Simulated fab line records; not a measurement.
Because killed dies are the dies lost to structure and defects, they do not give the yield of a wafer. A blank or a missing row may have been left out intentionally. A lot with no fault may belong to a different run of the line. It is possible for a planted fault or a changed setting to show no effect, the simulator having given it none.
The tool behind it: which one? || flow berkeleyCmos170 || 42 wafers from 14 lots sampled at 2 of the route's 331 steps

== WHAT THE GAUGES SHOWED, per wafer ==
UCB170_PWELL_THK_MEAS_06. Usual: for PWELL_NITRIDE_THK the level is 221.2 nm and the standard deviation is 1.7.
{"lot": "L779", "measured": "day 3 07:43", "on": "filmMetro-01", "PWELL_NITRIDE_THK (nm)": "222.7 224.4 222.6", "flag": ""}
{"lot": "L780", "measured": "day 3 07:46", "on": "filmMetro-04", "PWELL_NITRIDE_THK (nm)": "221.9 220.5 221.8", "flag": ""}
{"lot": "L782", "measured": "day 4 02:48", "on": "filmMetro-01", "PWELL_NITRIDE_THK (nm)": "219.1 220.5 218.8", "flag": ""}
{"lot": "L783", "measured": "day 4 02:48", "on": "filmMetro-02", "PWELL_NITRIDE_THK (nm)": "221.0 222.9 221.0", "flag": ""}
{"lot": "L786", "measured": "day 4 14:31", "on": "filmMetro-02", "PWELL_NITRIDE_THK (nm)": "221.7 222.9 221.8", "flag": ""}
{"lot": "L784", "measured": "day 4 14:31", "on": "filmMetro-01", "PWELL_NITRIDE_THK (nm)": "220.4 221.6 222.9", "flag": ""}
{"lot": "L789", "measured": "day 5 19:26", "on": "filmMetro-04", "PWELL_NITRIDE_THK (nm)": "223.4 225.0 222.5", "flag": ""}
{"lot": "L791", "measured": "day 6 00:46", "on": "filmMetro-01", "PWELL_NITRIDE_THK (nm)": "225.1 225.7 224.7", "flag": ""}
{"lot": "L792", "measured": "day 6 00:46", "on": "filmMetro-02", "PWELL_NITRIDE_THK (nm)": "222.0 222.1 219.9", "flag": ""}
{"lot": "L798", "measured": "day 6 20:21", "on": "filmMetro-02", "PWELL_NITRIDE_THK (nm)": "220.5 220.5 220.0", "flag": ""}
{"lot": "L795", "measured": "day 6 20:24", "on": "filmMetro-01", "PWELL_NITRIDE_THK (nm)": "220.8 221.2 221.3", "flag": ""}
{"lot": "L796", "measured": "day 6 20:24", "on": "filmMetro-04", "PWELL_NITRIDE_THK (nm)": "221.2 220.1 220.5", "flag": ""}
{"lot": "L799", "measured": "day 6 20:25", "on": "filmMetro-02", "PWELL_NITRIDE_THK (nm)": "219.6 220.7 219.5", "flag": ""}
{"lot": "L802", "measured": "day 7 22:53", "on": "filmMetro-02", "PWELL_NITRIDE_THK (nm)": "219.9 222.5 219.9", "flag": ""}

UCB170_ACTIVE_THK_MEAS_06. Usual: for ACTIVE_NITRIDE_THK the level is 219.7 nm and the standard deviation is 2.2.
{"lot": "L779", "measured": "day 5 00:35", "on": "filmMetro-01", "ACTIVE_NITRIDE_THK (nm)": "218.1 214.1 217.5", "flag": ""}
{"lot": "L780", "measured": "day 5 00:32", "on": "filmMetro-01", "ACTIVE_NITRIDE_THK (nm)": "218.2 219.8 220.5", "flag": ""}
{"lot": "L782", "measured": "day 5 15:20", "on": "filmMetro-01", "ACTIVE_NITRIDE_THK (nm)": "220.6 220.2 219.3", "flag": ""}
{"lot": "L783", "measured": "day 5 15:20", "on": "filmMetro-02", "ACTIVE_NITRIDE_THK (nm)": "221.2 222.2 221.2", "flag": ""}
{"lot": "L786", "measured": "day 5 22:52", "on": "filmMetro-01", "ACTIVE_NITRIDE_THK (nm)": "221.5 221.7 221.6", "flag": ""}
{"lot": "L784", "measured": "day 5 22:52", "on": "filmMetro-02", "ACTIVE_NITRIDE_THK (nm)": "223.0 224.8 223.6", "flag": ""}
{"lot": "L789", "measured": "day 7 04:59", "on": "filmMetro-01", "ACTIVE_NITRIDE_THK (nm)": "217.0 217.5 216.9", "flag": ""}
{"lot": "L791", "measured": "day 7 05:02", "on": "filmMetro-03", "ACTIVE_NITRIDE_THK (nm)": "221.7 221.2 220.8", "flag": ""}
{"lot": "L792", "measured": "day 7 05:02", "on": "filmMetro-02", "ACTIVE_NITRIDE_THK (nm)": "222.0 221.7 222.2", "flag": ""}
{"lot": "L798", "measured": "day 8 01:05", "on": "filmMetro-01", "ACTIVE_NITRIDE_THK (nm)": "218.5 214.8 218.3", "flag": ""}
{"lot": "L795", "measured": "day 8 12:13", "on": "filmMetro-01", "ACTIVE_NITRIDE_THK (nm)": "217.9 216.8 214.6", "flag": ""}
{"lot": "L796", "measured": "day 8 12:13", "on": "filmMetro-03", "ACTIVE_NITRIDE_THK (nm)": "219.5 217.2 219.3", "flag": ""}
{"lot": "L799", "measured": "day 8 01:09", "on": "filmMetro-01", "ACTIVE_NITRIDE_THK (nm)": "219.6 219.2 217.7", "flag": ""}
{"lot": "L802", "measured": "day 9 09:13", "on": "filmMetro-02", "ACTIVE_NITRIDE_THK (nm)": "217.4 219.3 218.4", "flag": ""}

== WHICH TOOL RAN EACH LOT (tool, then ch and the chambers of the sampled wafers, then the start) ==
The record shows no process step preceding these readings.

== AS READ BY THE TOOLS THEMSELVES (means over the sampled wafers that have a number; for cases with no such wafer, the mark the record gives instead) ==
The record holds no such reading with a usual standard deviation.

== THE ANSWER, worked out from the rows above alone ==
Rule: lot off if the mean of its wafers having a number is beyond 3 standard deviations from the usual mean. A lot without any number at a reading at which 4 lots or more have one is off too. The other lots that the step has rows for count as sound. Order of review: gauges by route order, followed by the tools' own readings, for which a lot's mean as printed above is used. At the first step where some lot is off, the reading lying furthest off is the one used; lots without a number count as furthest.
None of the lots is off at any reading shown; this tells nothing.

== WHAT THE SIMULATOR PUT IN ==
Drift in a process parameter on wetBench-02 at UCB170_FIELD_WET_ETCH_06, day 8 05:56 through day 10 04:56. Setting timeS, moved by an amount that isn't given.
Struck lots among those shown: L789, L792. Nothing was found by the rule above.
